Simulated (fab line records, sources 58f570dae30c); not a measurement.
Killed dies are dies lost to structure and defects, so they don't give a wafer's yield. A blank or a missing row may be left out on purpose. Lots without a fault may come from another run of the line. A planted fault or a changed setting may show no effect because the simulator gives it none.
Which tool did it? | flow berkeley_cmos170 | 15 lots, 45 wafers sampled, at 3 steps of a route of 331

WHAT THE GAUGES READ, wafer by wafer
UCB170_PFIELD_OVL_MEAS_06.
lot  | measured    | on         | PFIELD_OVL (nm)
L574 | day 4 05:21 | overlay-02 | -7 -12 -7
L575 | day 4 09:31 | overlay-01 | -8 -14 -19
L577 | day 5 00:28 | overlay-02 | 0 1 -6
L578 | day 5 04:57 | overlay-01 | -5 -3 -4
L581 | day 5 19:58 | overlay-02 | -3 -1 -4
L580 | day 5 20:06 | overlay-01 | -4 -7 0
L584 | day 6 19:18 | overlay-02 | 16 9 7
L587 | day 6 23:52 | overlay-02 | 5 -3 1
L586 | day 7 00:02 | overlay-02 | -13 -9 -2
L589 | day 7 22:11 | overlay-02 | -2 7 -2
L590 | day 7 22:19 | overlay-02 | 1 -5 3
L592 | day 8 03:38 | overlay-02 | 8 1 1
L595 | day 8 22:28 | overlay-01 | 3 -2 0
L596 | day 8 22:54 | overlay-02 | 5 11 0
L597 | day 8 23:10 | overlay-02 | -3 -2 3

UCB170_V2_CD_MEAS_12: target cd 700 nm.
lot  | measured     | on        | cd_nm (nm)
L574 | day 8 00:54  | cd_sem-01 | 702.2 702.3 702.4
L575 | day 7 23:47  | cd_sem-02 | 699.0 697.6 699.3
L577 | day 8 16:04  | cd_sem-01 | 703.6 702.6 702.2
L578 | day 8 15:46  | cd_sem-02 | 701.8 701.6 701.7
L581 | day 9 02:26  | cd_sem-02 | 702.1 700.9 700.7
L580 | day 9 02:17  | cd_sem-01 | 699.3 698.5 699.0
L584 | day 9 16:59  | cd_sem-02 | 702.1 701.7 703.0
L587 | day 10 04:22 | cd_sem-02 | 701.7 701.6 701.7
L586 | day 10 02:05 | cd_sem-01 | 699.6 702.9 700.6
L589 | day 10 20:50 | cd_sem-02 | 699.5 700.3 700.9
L590 | day 10 21:16 | cd_sem-01 | 698.6 697.8 696.2
L592 | day 11 08:34 | cd_sem-02 | 698.3 697.8 699.5
L595 | day 12 10:30 | cd_sem-01 | 699.5 699.4 700.5
L596 | day 12 10:50 | cd_sem-02 | 700.6 699.7 699.5
L597 | day 12 11:05 | cd_sem-02 | 701.3 701.2 701.3

WHICH TOOL RAN EACH LOT (tool, then ch and the chambers of the sampled wafers, then the start)
lot  | UCB170_M2_STRIP_07
L574 | plasma_asher-02 ch 0,1, day 7 18:58
L575 | plasma_asher-03 ch 0,1, day 7 18:28
L577 | plasma_asher-03 ch 0,1, day 8 11:56
L578 | plasma_asher-02 ch 0,1, day 8 11:50
L581 | plasma_asher-02 ch 0,1, day 8 20:50
L580 | plasma_asher-02 ch 0,1, day 8 20:08
L584 | plasma_asher-01 ch 0,1, day 9 13:14
L587 | plasma_asher-02 ch 0,1, day 10 00:47
L586 | plasma_asher-01 ch 0,1, day 9 21:49
L589 | plasma_asher-02 ch 0,1, day 10 16:02
L590 | plasma_asher-02 ch 0,1, day 10 16:14
L592 | plasma_asher-01 ch 0,1, day 11 04:04
L595 | plasma_asher-01 ch 0,1, day 12 06:07
L596 | plasma_asher-01 ch 0,1, day 12 06:32
L597 | plasma_asher-03 ch 0,1, day 12 06:37
- UCB170_M2_STRIP_07: strips in O2.

WHAT THE TOOLS THEMSELVES READ (means of the sampled wafers that have a number; where no wafer has one, the mark that the record gives instead)
UCB170_M2_STRIP_07.
lot  | tool            | drypump_motor_current_A (A) | o2_flow_sccm (sccm) | oes_product_au (a.u.) | strip_time_to_endpoint_s (s)
L574 | plasma_asher-02 | 5.6                         | 399.8               | 0.737                 | 21.94
L575 | plasma_asher-03 | 5.6                         | 399.6               | 0.733                 | 22.02
L577 | plasma_asher-03 | 5.5                         | 400.1               | 0.737                 | 21.90
L578 | plasma_asher-02 | 5.5                         | 399.8               | 0.731                 | 21.98
L581 | plasma_asher-02 | 5.5                         | 399.9               | 0.733                 | 21.92
L580 | plasma_asher-02 | 5.5                         | 399.5               | 0.732                 | 22.02
L584 | plasma_asher-01 | 6.3                         | 398.9               | 0.727                 | 21.93
L587 | plasma_asher-02 | 5.4                         | 479.6               | 0.752                 | 21.39
L586 | plasma_asher-01 | 6.1                         | 400.2               | 0.729                 | 21.89
L589 | plasma_asher-02 | 5.5                         | 481.3               | 0.744                 | 21.44
L590 | plasma_asher-02 | 5.6                         | 480.0               | 0.751                 | 21.48
L592 | plasma_asher-01 | 6.1                         | 399.5               | 0.735                 | 22.00
L595 | plasma_asher-01 | 6.3                         | 401.9               | 0.734                 | 22.00
L596 | plasma_asher-01 | 6.1                         | 399.0               | 0.732                 | 21.97
L597 | plasma_asher-03 | 5.6                         | 400.4               | 0.738                 | 21.98

THE ANSWER, worked out from the rows above alone
Rule: what is usual is taken from the lots themselves. Put in order of their means at a reading, lots are off if they are a third of the lots or fewer, leave a main group of 4 or more, and stand apart from it by a gap of 3 or more times the standard deviation of the main group's means; of several such gaps the widest counts. A main group whose means are all the same, to the digits that the tables above print for the reading, isn't used. A lot without any number at a reading at which 4 lots or more have one is off too. The other lots that the step has rows for count as sound. The gauges are gone through in route order, then the tools' own readings, and for those a lot's mean is taken as printed above. The first step at which some lot is off is used, and at that step the reading that is off furthest; a lot without a number counts as furthest.
Off: L587, L589, L590, at UCB170_M2_STRIP_07 (o2_flow_sccm). The main group: mean 399.9 sccm, standard deviation 0.74.
A tool fits if, at that step or a process step before it, it ran every lot that is off, and no sound lot after the first of them. One fits: plasma_asher-02 at UCB170_M2_STRIP_07. Its last sound lot is L581 (day 8 20:50), its first lot that is off L587 (day 10 00:47): a fault that began between those two fits.
The tool's own readings at UCB170_M2_STRIP_07 bear it out: on the lots that are off they differ by more than 5 times the standard deviation of the sound lots' means. o2_flow_sccm reads 480.3 sccm there against 399.9 sccm on the sound lots; oes_product_au reads 0.749 a.u. there against 0.733 a.u. on the sound lots; strip_time_to_endpoint_s reads 21.44 s there against 21.96 s on the sound lots.

WHAT THE SIMULATOR HAD PUT IN
Process parameter drift: plasma_asher-02, from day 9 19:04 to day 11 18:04, at UCB170_M2_STRIP_07. Setting o2_flow_sccm, moved by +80, from 400. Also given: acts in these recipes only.
Lots struck among those shown: L587, L589, L590. The rule above found the same.
